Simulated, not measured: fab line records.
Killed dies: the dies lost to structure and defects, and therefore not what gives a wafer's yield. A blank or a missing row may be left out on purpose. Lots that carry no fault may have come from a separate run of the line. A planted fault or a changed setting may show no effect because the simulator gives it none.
Split-lot experiment | flow berkeleyCmos170 | route with 331 steps; 5 lots, 23 wafers read

## ON THE SPLIT
At UCB170_NSD_COAT_01 (resist thk 900 nm), the setting resistThkNm was moved away from the recipe's 900 nm on 7 of the 23 wafers read, by -1.6% to +5.3%. All remaining wafers had this setting at the recipe value.

The split's own step is where the reading is taken.

## THE READING
KrF_of_NSD_COAT_01.thkNm (the simulator's own value, which no gauge read), in nm, at UCB170_NSD_COAT_01 (resist thk 900 nm). The file gives no usual value for it. Here, 16 wafers ran the recipe; their average is 900.6 nm with a standard deviation of 2.4 nm.

wafer  | tool, chamber at the split | resistThkNm as run, nm | against the recipe | KrF_of_NSD_COAT_01.thkNm, nm | against lot-mates on the recipe
L077.3 | lithoTrack-01, 0           | 900                    | recipe             | 904.7                        | -
L077.4 | lithoTrack-01, 0           | 900                    | recipe             | 902.9                        | -
L077.6 | lithoTrack-01, 0           | 900                    | recipe             | 905.9                        | -
L074.1 | lithoTrack-03, 0           | 900                    | recipe             | 900.9                        | -
L074.2 | lithoTrack-03, 0           | 928.5                  | +3.2%              | 930                          | +28.9
L074.3 | lithoTrack-03, 0           | 928.5                  | +3.2%              | 929.6                        | +28.5
L074.5 | lithoTrack-03, 0           | 928.5                  | +3.2%              | 932.1                        | +31.0
L074.6 | lithoTrack-03, 0           | 900                    | recipe             | 901.4                        | -
L078.1 | lithoTrack-01, 0           | 900                    | recipe             | 898.7                        | -
L078.2 | lithoTrack-01, 0           | 885.3                  | -1.6%              | 881.9                        | -16.5
L078.3 | lithoTrack-01, 0           | 885.3                  | -1.6%              | 883.6                        | -14.8
L078.4 | lithoTrack-01, 0           | 900                    | recipe             | 898.1                        | -
L078.5 | lithoTrack-01, 0           | 900                    | recipe             | 898.5                        | -
L080.1 | lithoTrack-01, 0           | 947.8                  | +5.3%              | 949.2                        | +50.6
L080.2 | lithoTrack-01, 0           | 900                    | recipe             | 899                          | -
L080.4 | lithoTrack-01, 0           | 947.8                  | +5.3%              | 947.5                        | +48.9
L080.5 | lithoTrack-01, 0           | 900                    | recipe             | 899.9                        | -
L080.6 | lithoTrack-01, 0           | 900                    | recipe             | 896.8                        | -
L085.1 | lithoTrack-04, 0           | 900                    | recipe             | 899.6                        | -
L085.2 | lithoTrack-04, 0           | 900                    | recipe             | 901.2                        | -
L085.3 | lithoTrack-04, 0           | 900                    | recipe             | 902.5                        | -
L085.4 | lithoTrack-04, 0           | 900                    | recipe             | 898.5                        | -
L085.6 | lithoTrack-04, 0           | 900                    | recipe             | 901                          | -

THE FIT
A straight line over all 23 wafers: KrF_of_NSD_COAT_01.thkNm changes by +9.32 nm for each +1% of resistThkNm; r = +0.99; the points scatter about the line by 2.4 nm.
The same after taking each lot's own level away (the mean of its wafers on the recipe; 23 wafers): +9.37 nm for each +1%; r = +1.00; scatter 1.1 nm.
That fit puts the effect of the largest move of resistThkNm on the reading at 50 nm.
The span of the lots' own levels, 898.43 to 904.50 nm, comes to 2.5 times the standard deviation stated above.
Consequently the slope shifts little with the lot-to-lot level, the two slopes agreeing.
Check: with one of the wafers moved furthest among these (+5.3%) left out of the fit, the line predicts +49.3 nm for it against its lot-mates. It came out at +50.6 nm against them.

## THESE WAFERS: OTHER SPLITS
Note: prior to the reading, these wafers also went through further splits. Each is held against what the fit with the lots' levels taken away leaves over:
other split on the same wafers    | wafers away from the commonest value | r with KrF_of_NSD_COAT_01.thkNm (lot level and that fit taken away)
UCB170_ZERO_STRIP_07 o2FlowSccm   | 12                                   | +0.24
UCB170_NWELL_IMPLANT_14 energyKev | 9                                    | -0.17
UCB170_PWELL_COAT_08 spinRpm      | 10                                   | +0.13
UCB170_PWELL_IMPLANT_15 doseCm2   | 8                                    | +0.14
UCB170_ACTIVE_OXIDATION_02 tempC  | 18                                   | +0.03
UCB170_PVT_IMPLANT_07 energyKev   | 6                                    | +0.14
UCB170_PLDD_PEB_04 pebTempC       | 5                                    | -0.09
UCB170_NLDD_PEB_04 pebTempC       | 12                                   | +0.02
UCB170_PSD_IMPLANT_08 energyKev   | 9                                    | +0.14

## THE WHOLE CHAIN: every reading that the file lists as answering this split, in the file's order
step                | what it does      | reading                                                                   | change (the file's fit)              | r (the file's)
UCB170_NSD_COAT_01  | resist thk 900 nm | KrF_of_NSD_COAT_01.thkNm (the simulator's own value, which no gauge read) | +9.37 nm for each +1% of the setting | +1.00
UCB170_NSD_STRIP_09 | strips in O2      | stripTimeToEndpointS                                                      | withheld for each +1% of the setting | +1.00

## THE FILE'S OWN FIT
KrF_of_NSD_COAT_01.thkNm changes by +9.37 nm for each +1% of resistThkNm, r = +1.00.
